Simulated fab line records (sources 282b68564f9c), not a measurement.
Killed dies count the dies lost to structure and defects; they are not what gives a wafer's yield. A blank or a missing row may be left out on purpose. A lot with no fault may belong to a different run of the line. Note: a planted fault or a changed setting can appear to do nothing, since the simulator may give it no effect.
fab line records + flow rit_cmos + part 2 of 2: steps 33 to 34 of 34
record:
- lots: 5
- wafers: 23
route steps=202 shown ACTIVE@4 FOX1@20 NWELL@29 PWELL@40 WELLDRIVE@50 NRETRO@55 PRETRO@65 REOX@101 PLDD@121 SPACER@125 NSD@132 M1@202
start_h: start of the lot's first displayed wafer, in hours after the record's first day + wait_h: how many hours have passed since the lot's step before this one + " same as the row above + L1.1+2: one row covering several wafers at once + - no value present, or no start provided + * or withheld: withheld + < > ~ a bound
route shown NAME@n: names a module that has steps shown in the file, with the first one's number in the route + usual: mean/standard deviation of fault-free wafers + same: alike in all rows + chamber/n: place in a boat + sites: each site's reading + _std_site: standard deviation of those values + _edge_site: outer sites' mean less inner sites' + radius_mm: for every site, how far away it sits from the centre of the wafer + mask NAME#n: copy n + behind: tool/chamber where the wafer was last shaped + hold: the reason the lot was held/the length of the hold in hours/how it ended + device: whichever transistor did not switch (one of n, p or np) + end of line: the route-end tests of the same wafers + a step with no rows: only its recipe + killed: count of dies lost to structure and defects at first sort (not the wafer's yield) + map: dies across one wafer; x = killed, . = not, _ = none there
set.NAME: setting as actually run; set.NAME@STEP: the setting as run at that earlier step + model.NAME: the simulator's own value behind a step, which no gauge read
lots with deliberately changed settings; one table per step, one row per wafer
== steps ==
step: RIT_NSD_HARDBAKE_07
recipe:
- resist: NOVOLAK
- temp_c: 140
- time_s: 60
| lot.wafer | tool           | chamber | start_h | wait_h | set.temp_c | set.spin_rpm@NSD_COAT_01 | model.NOVOLAK_of_NSD_COAT_01.thk_nm |
|-----------|----------------|---------|---------|--------|------------|--------------------------|-------------------------------------|
| L076.2    | litho_track-04 | 0       | 62.01   | 0.0    | 140        | 3250                     | 887.2                               |
| L076.3    | "              | 0       | "       | "      | 140        | 3250                     | 886.3                               |
| L076.4    | "              | 0       | "       | "      | 140        | 3250                     | 887.6                               |
| L076.5    | "              | 0       | "       | "      | 140        | 3250                     | 885.7                               |
| L076.6    | "              | 0       | "       | "      | 140        | 3250                     | 884.2                               |
| L077.2    | litho_track-04 | 0       | 64.05   | 0.0    | 140        | 3250                     | 883.8                               |
| L077.4    | "              | 0       | "       | "      | 140        | 3250                     | 885.6                               |
| L077.6    | "              | 0       | "       | "      | 140        | 3250                     | 884.4                               |
| L080.1    | litho_track-03 | 0       | 82.36   | 0.0    | 141.7      | 3250                     | 883.7                               |
| L080.2    | "              | 0       | "       | "      | 140        | 3348                     | 873.7                               |
| L080.3    | "              | 0       | "       | "      | 140        | 3250                     | 889.8                               |
| L080.4    | "              | 0       | "       | "      | 141.7      | 3348                     | 872.5                               |
| L080.5    | "              | 0       | "       | "      | 141.7      | 3250                     | 883.9                               |
| L081.1    | litho_track-04 | 0       | 82.83   | 0.0    | 140        | 3250                     | 880.9                               |
| L081.3    | "              | 0       | "       | "      | 140        | 3250                     | 884                                 |
| L081.4    | "              | 0       | "       | "      | 140        | 3250                     | 883.9                               |
| L081.5    | "              | 0       | "       | "      | 140        | 3390                     | 865                                 |
| L081.6    | "              | 0       | "       | "      | 140        | 3390                     | 862.5                               |
| L083.1    | litho_track-04 | 0       | 96.90   | 0.0    | 140        | 3250                     | 883.6                               |
| L083.2    | "              | 0       | "       | "      | 140        | 3363                     | 868.5                               |
| L083.3    | "              | 0       | "       | "      | 140        | 3363                     | 867.6                               |
| L083.5    | "              | 0       | "       | "      | 140        | 3250                     | 882.2                               |
| L083.6    | "              | 0       | "       | "      | 140        | 3363                     | 869.1                               |
step: RIT_M1_PROBE_99
usual:
- killed_at_contacts: 0.1/0.3
- killed_at_front_end: 7.1/2.6
- killed_dies: 7.2/2.5
- killed_open: 3.7/1.8
- killed_short: 3.4/1.7
same:
- gross_dies: 264
- killed_at_M0_to_M3: 0
- killed_at_M4_up: 0
- killed_at_back_side: 0
- killed_at_other: 0
| lot.wafer | tool      | chamber | start_h | wait_h | set.sih2cl2_flow_sccm@ACTIVE_CVD_03 | killed_at_contacts | killed_at_front_end | killed_dies | killed_open | killed_short | model.etest.pmos_turned.r_on_ohm_um |
|-----------|-----------|---------|---------|--------|-------------------------------------|--------------------|---------------------|-------------|-------------|--------------|-------------------------------------|
| L076.2    | prober-02 | -       | 72.41   | 0.1    | 66.28                               | 0                  | 4                   | 4           | 2           | 2            | 3091                                |
| L076.3    | prober-02 | -       | 72.46   | 0.2    | 66.28                               | 0                  | 8                   | 8           | 5           | 3            | 3146                                |
| L076.4    | prober-02 | -       | 72.51   | 0.2    | 66.28                               | 0                  | 6                   | 6           | 2           | 4            | 3399                                |
| L076.5    | prober-02 | -       | 72.56   | 0.2    | 66.28                               | 0                  | 11                  | 11          | 5           | 5            | 3422                                |
| L076.6    | prober-02 | -       | 72.61   | 0.2    | 66.28                               | 0                  | 6                   | 6           | 3           | 3            | 3163                                |
| L077.2    | prober-01 | -       | 74.94   | 0.1    | 60                                  | 0                  | 10                  | 10          | 4           | 6            | 3586                                |
| L077.4    | prober-01 | -       | 75.04   | 0.2    | 60                                  | 0                  | 3                   | 3           | 0           | 3            | 3684                                |
| L077.6    | prober-01 | -       | 75.14   | 0.2    | 60                                  | 0                  | 9                   | 9           | 4           | 5            | 3531                                |
| L081.1    | prober-01 | -       | 93.71   | 0.1    | 65.56                               | 0                  | 9                   | 9           | 1           | 8            | 3318                                |
| L081.3    | prober-01 | -       | 93.81   | 0.2    | 65.56                               | 0                  | 10                  | 10          | 4           | 6            | 3264                                |
| L081.4    | prober-01 | -       | 93.86   | 0.2    | 65.56                               | 0                  | 8                   | 8           | 5           | 3            | 3213                                |
| L081.5    | prober-01 | -       | 93.91   | 0.2    | 65.56                               | 1                  | 9                   | 10          | 4           | 6            | 3340                                |
| L081.6    | prober-01 | -       | 93.96   | 0.2    | 65.56                               | 0                  | 4                   | 4           | 3           | 1            | 3312                                |
| L080.1    | prober-01 | -       | 94.01   | 0.4    | 52.19                               | 0                  | 12                  | 12          | 7           | 5            | 5127                                |
| L080.2    | prober-01 | -       | 94.06   | 0.4    | 52.19                               | 0                  | 6                   | 6           | 4           | 2            | 4875                                |
| L080.3    | prober-01 | -       | 94.11   | 0.4    | 52.19                               | 1                  | 6                   | 7           | 1           | 6            | 4857                                |
| L080.4    | prober-01 | -       | 94.16   | 0.5    | 52.19                               | 0                  | 7                   | 7           | 4           | 3            | 4792                                |
| L080.5    | prober-01 | -       | 94.21   | 0.5    | 52.19                               | 0                  | 13                  | 13          | 9           | 4            | 5027                                |
| L083.1    | prober-01 | -       | 106.87  | 0.1    | 64.91                               | 0                  | 5                   | 5           | 3           | 2            | 3148                                |
| L083.2    | prober-01 | -       | 106.92  | 0.1    | 64.91                               | 0                  | 4                   | 4           | 3           | 1            | 3119                                |
| L083.3    | prober-01 | -       | 106.97  | 0.2    | 64.91                               | 0                  | 5                   | 5           | 1           | 4            | 3174                                |
| L083.5    | prober-01 | -       | 107.07  | 0.2    | 64.91                               | 0                  | 6                   | 6           | 1           | 5            | 3121                                |
| L083.6    | prober-01 | -       | 107.12  | 0.2    | 64.91                               | 0                  | 4                   | 4           | 2           | 2            | 3086                                |
killed by level:class
L076.2 REOX:geometric_particle:short=2 GATE:geometric_particle:open=1 SPACER:geometric_particle:open=1
L076.3 GATE:geometric_particle:open=3 FOX1:geometric_particle:short=2 FOX1:geometric_particle:open=1 GATE:geometric_particle:short=1 SPACER:geometric_particle:open=1
L076.4 SILICIDE:geometric_particle:short=3 FOX2:geometric_particle:short=1 FOX2:geometric_particle:open=1 GATE:geometric_particle:open=1
L076.5 FOX1:geometric_particle:open=2 SPACER:geometric_particle:short=2 FOX1:geometric_particle:short=1 FOX2:geometric_particle:open=1 GATE:geometric_particle:open=1 GATE:geometric_particle:short=1 REOX:geometric_particle:short=1 REOX:geometric_particle:open=1
L076.6 FOX1:geometric_particle:open=1 GATE:geometric_particle:short=1 GATE:geometric_particle:open=1 REOX:geometric_particle:short=1 SPACER:geometric_particle:open=1 SPACER:geometric_particle:short=1
L077.2 GATE:geometric_particle:short=3 FOX1:geometric_particle:open=2 FOX1:geometric_particle:short=1 GATE:geometric_particle:open=1 REOX:geometric_particle:short=1 SILICIDE:geometric_particle:short=1 SILICIDE:geometric_particle:open=1
L077.4 GATE:geometric_particle:short=2 SILICIDE:geometric_particle:short=1
L077.6 GATE:geometric_particle:short=2 SILICIDE:geometric_particle:open=2 SILICIDE:geometric_particle:short=2 GATE:geometric_particle:open=1 REOX:geometric_particle:short=1 STARTING-WAFER:geometric_particle:open=1
L081.1 GATE:geometric_particle:short=6 FOX1:geometric_particle:short=1 FOX2:geometric_particle:open=1 FOX2:geometric_particle:short=1
L081.3 GATE:geometric_particle:open=2 GATE:geometric_particle:short=2 REOX:geometric_particle:short=2 FOX1:geometric_particle:short=1 FOX2:geometric_particle:open=1 SILICIDE:geometric_particle:short=1 SILICIDE:geometric_particle:open=1
L081.4 FOX1:geometric_particle:open=3 GATE:geometric_particle:short=3 GATE:geometric_particle:open=2
L081.5 FOX2:geometric_particle:open=3 FOX1:geometric_particle:short=2 SPACER:geometric_particle:short=2 GATE:geometric_particle:short=1 REOX:geometric_particle:open=1 CONTACT:geometric_particle:short=1
L081.6 FOX1:geometric_particle:open=1 GATE:geometric_particle:open=1 GATE:geometric_particle:short=1 SPACER:geometric_particle:open=1
L080.1 FOX1:geometric_particle:open=2 GATE:geometric_particle:short=2 GATE:geometric_particle:open=2 SILICIDE:geometric_particle:short=2 FOX1:geometric_particle:short=1 REOX:geometric_particle:open=1 SPACER:geometric_particle:open=1 SILICIDE:geometric_particle:open=1
L080.2 GATE:geometric_particle:open=2 GATE:geometric_particle:short=2 FOX1:geometric_particle:open=1 FOX2:geometric_particle:open=1
L080.3 GATE:geometric_particle:short=4 FOX1:geometric_particle:open=1 FOX1:geometric_particle:short=1 CONTACT:geometric_particle:short=1
L080.4 GATE:geometric_particle:open=2 GATE:geometric_particle:short=1 SPACER:geometric_particle:short=1 SPACER:geometric_particle:open=1 SILICIDE:geometric_particle:open=1 SILICIDE:geometric_particle:short=1
L080.5 GATE:geometric_particle:open=3 SPACER:geometric_particle:open=3 FOX1:geometric_particle:open=2 GATE:geometric_particle:short=2 FOX1:geometric_particle:short=1 REOX:geometric_particle:open=1 REOX:geometric_particle:short=1
L083.1 GATE:geometric_particle:open=3 FOX2:geometric_particle:short=1 GATE:geometric_particle:short=1
L083.2 GATE:geometric_particle:open=1 GATE:geometric_particle:short=1 SPACER:geometric_particle:open=1 SILICIDE:geometric_particle:open=1
L083.3 GATE:geometric_particle:short=4 ACTIVE:geometric_particle:open=1
L083.5 SILICIDE:geometric_particle:short=2 FOX2:geometric_particle:short=1 GATE:geometric_particle:short=1 REOX:geometric_particle:open=1 SPACER:geometric_particle:short=1
L083.6 FOX2:geometric_particle:short=1 GATE:geometric_particle:open=1 REOX:geometric_particle:open=1 SPACER:geometric_particle:short=1
== key ==
split:
- step: RIT_ACTIVE_CVD_03
- setting: sih2cl2_flow_sccm
- stated: 60
- by: lot
response:
- step: RIT_ACTIVE_CVD_03
- reading: model.Si3N4_of_ACTIVE_CVD_03.thk_nm
- change: +0.378
- per: 1%
- r: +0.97
response:
- step: RIT_ACTIVE_THK_MEAS_04
- reading: ACTIVE_NITRIDE_THK
- change: +0.376
- per: 1%
- r: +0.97
response:
- step: RIT_FOX1_WET_ETCH_02
- reading: model.Si3N4_of_ACTIVE_CVD_03.thk_nm
- change: +0.373
- per: 1%
- r: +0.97
response:
- step: RIT_M1_PROBE_99
- reading: model.etest.pmos_turned.r_on_ohm_um
- change: -74.3
- per: 1%
- r: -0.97
split:
- step: RIT_ACTIVE_CLEAN_15
- setting: time_s
- stated: 600
- by: lot
response none clear
split:
- step: RIT_NWELL_COAT_01
- setting: resist_thk_nm
- stated: 1300
- by: wafer
response:
- step: RIT_NWELL_COAT_01
- reading: model.NOVOLAK_of_NWELL_COAT_01.thk_nm
- change: +13
- per: 1%
- r: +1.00
response:
- step: RIT_NWELL_HARDBAKE_07
- reading: model.NOVOLAK_of_NWELL_COAT_01.thk_nm
- change: +11.2
- per: 1%
- r: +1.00
split:
- step: RIT_NWELL_IMPLANT_08
- setting: dose_cm2
- stated: 5e+13
- by: wafer
response:
- step: RIT_WELLDRIVE_RS_MEAS_01
- reading: NWELL_RS
- change: -1.67
- per: 1%
- r: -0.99
split:
- step: RIT_PWELL_COAT_01
- setting: spin_rpm
- stated: 2000
- by: wafer
response:
- step: RIT_PWELL_COAT_01
- reading: model.NOVOLAK_of_PWELL_COAT_01.thk_nm
- change: -6.91
- per: 1%
- r: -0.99
split:
- step: RIT_PWELL_DEVELOP_05
- setting: dev_temp_c
- stated: 23
- by: wafer
response none clear
split:
- step: RIT_NRETRO_SOFTBAKE_02
- setting: temp_c
- stated: 90
- by: wafer
response:
- step: RIT_NRETRO_SOFTBAKE_02
- reading: model.NOVOLAK_of_NRETRO_COAT_01.thk_nm
- change: -3.4
- per: 1%
- r: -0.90
split:
- step: RIT_PRETRO_COAT_01
- setting: spin_rpm
- stated: 2000
- by: wafer
response:
- step: RIT_PRETRO_COAT_01
- reading: model.NOVOLAK_of_PRETRO_COAT_01.thk_nm
- change: -6.84
- per: 1%
- r: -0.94
response:
- step: RIT_PRETRO_HARDBAKE_07
- reading: model.NOVOLAK_of_PRETRO_COAT_01.thk_nm
- change: -5.89
- per: 1%
- r: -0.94
split:
- step: RIT_PRETRO_IMPLANT_08
- setting: energy_kev
- stated: 45
- by: wafer
response:
- step: RIT_PRETRO_IMPLANT_08
- reading: model.implant.rp_nm
- change: +1.38
- per: 1%
- r: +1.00
response:
- step: RIT_PRETRO_IMPLANT_08
- reading: model.implant.drp_nm
- change: +0.321
- per: 1%
- r: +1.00
split:
- step: RIT_REOX_OXIDATION_03
- setting: temp_c
- stated: 900
- by: lot
response:
- step: RIT_REOX_OXIDATION_03
- reading: model.SiO2_of_REOX_OXIDATION_03.thk_nm
- change: +2.23
- per: 1%
- r: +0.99
response:
- step: RIT_REOX_THK_MEAS_04
- reading: REOX_OXIDE_THK
- change: +2.22
- per: 1%
- r: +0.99
response:
- step: RIT_SPACER_CLEAN_00
- reading: model.SiO2_of_REOX_OXIDATION_03.thk_nm
- change: +2.05
- per: 1%
- r: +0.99
split:
- step: RIT_PLDD_HARDBAKE_07
- setting: temp_c
- stated: 140
- by: wafer
response none clear
split:
- step: RIT_NSD_COAT_01
- setting: spin_rpm
- stated: 3250
- by: wafer
response:
- step: RIT_NSD_COAT_01
- reading: model.NOVOLAK_of_NSD_COAT_01.thk_nm
- change: -4.95
- per: 1%
- r: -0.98
response:
- step: RIT_NSD_HARDBAKE_07
- reading: model.NOVOLAK_of_NSD_COAT_01.thk_nm
- change: -4.31
- per: 1%
- r: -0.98
split:
- step: RIT_NSD_HARDBAKE_07
- setting: temp_c
- stated: 140
- by: wafer
response none clear
